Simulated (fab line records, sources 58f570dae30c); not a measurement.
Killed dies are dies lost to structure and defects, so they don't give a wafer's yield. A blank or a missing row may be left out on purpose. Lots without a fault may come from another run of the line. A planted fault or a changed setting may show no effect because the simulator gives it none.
Problem report in the 8D (eight disciplines) form, filled by code | flow berkeley_cmos170 | the parts of the form that need people (team, actions taken, sign-off) are left out

1. THE PROBLEM
SILICIDE_TI_RS at UCB170_SILICIDE_RS_MEAS_02 reads a mean of 67.3 ohm/sq on 1 wafer of 1 lot; wafers without a fault read 26.1 ohm/sq with a standard deviation of 0.4. That is +99 or more standard deviations from the usual mean.
The step: measures by four-point-probe.
First seen on wafer L671.2, day 11 12:34, on film_metro-04. The record holds 37 wafers of 13 lots with a number at this step. Rule for "out", or "out of limits": more than 4 standard deviations from the usual mean. The other wafers with a number count as sound.

2. WHAT IT IS AND WHAT IT IS NOT
question                    | is                     | is not
which readings at this step | SILICIDE_TI_RS         | -
which lots                  | L671                   | L657, L658, L659, L660, L662, L664, L665, L667, L668, L669, L672, L680
which wafers of those lots  | all that have a number | -
read on which gauges        | film_metro-04          | film_metro-01, film_metro-02
when                        | from day 11 12:34      | up to then (30 sound wafers); but 6 sound wafers of L672, L680 came after

3. SUSPECTS, AND WHAT RULES EACH OUT
Counting: a tool at a process step up to the reading stays a suspect if it ran every lot that is out and no sound lot after the first of them.
- the gauge at UCB170_SILICIDE_RS_MEAS_02: kept. All the wafers that are out were read on film_metro-04, and no step on other tools shows them out.
- pvd_sputter-04 at UCB170_SILICIDE_SPUTTER_01 (material Ti, target thk 30 nm, time 25 s): kept. It ran the lot that is out, L671 (day 11 12:31), and no sound lot after that; its last sound lot up to then is L669 (day 10 21:53).
Left after counting: pvd_sputter-04 at UCB170_SILICIDE_SPUTTER_01, film_metro-04 at UCB170_SILICIDE_RS_MEAS_02.

4. THE CAUSE (what the simulator had put in)
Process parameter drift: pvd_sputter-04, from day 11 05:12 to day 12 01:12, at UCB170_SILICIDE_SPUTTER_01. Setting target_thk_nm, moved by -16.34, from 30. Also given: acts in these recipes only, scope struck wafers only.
Counting left 2 suspects, and this tool is among them.

5. THE CHAIN OF EFFECTS, in route order
Each row: a reading whose mean over the struck wafers that have a number lies more than 3 standard deviations from the usual. Only readings for which the record gives a usual standard deviation are gone through. hours: the time from each lot's start at the first step in this table that gives one to its start at this step, as a median over the lots. sigmas: the change in usual standard deviations.
hours | step                        | reading         | usual       | on struck wafers | change | sigmas
0     | UCB170_SILICIDE_RS_MEAS_02  | SILICIDE_TI_RS  | 26.1 ohm/sq | 67.3             | +41.2  | +99 or more
3     | UCB170_SILICIDE_THK_MEAS_03 | SILICIDE_TI_THK | 30.0 nm     | 13.7             | -16.3  | -37

6. WHAT WOULD HAVE CAUGHT IT SOONER
In this record the first reading out of limits at a measuring or inspecting step was taken at day 11 12:34, 7 hours after the fault began at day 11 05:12.
Of the tool readings at UCB170_SILICIDE_SPUTTER_01 for which the record gives a usual standard deviation, none was out on any struck wafer, so an alarm limit of 4 standard deviations on them would not have fired.
All the lots that are out (1) had begun UCB170_SILICIDE_SPUTTER_01 on pvd_sputter-04 by day 11 12:34. A hold on the tool at that time would have spared none of them.
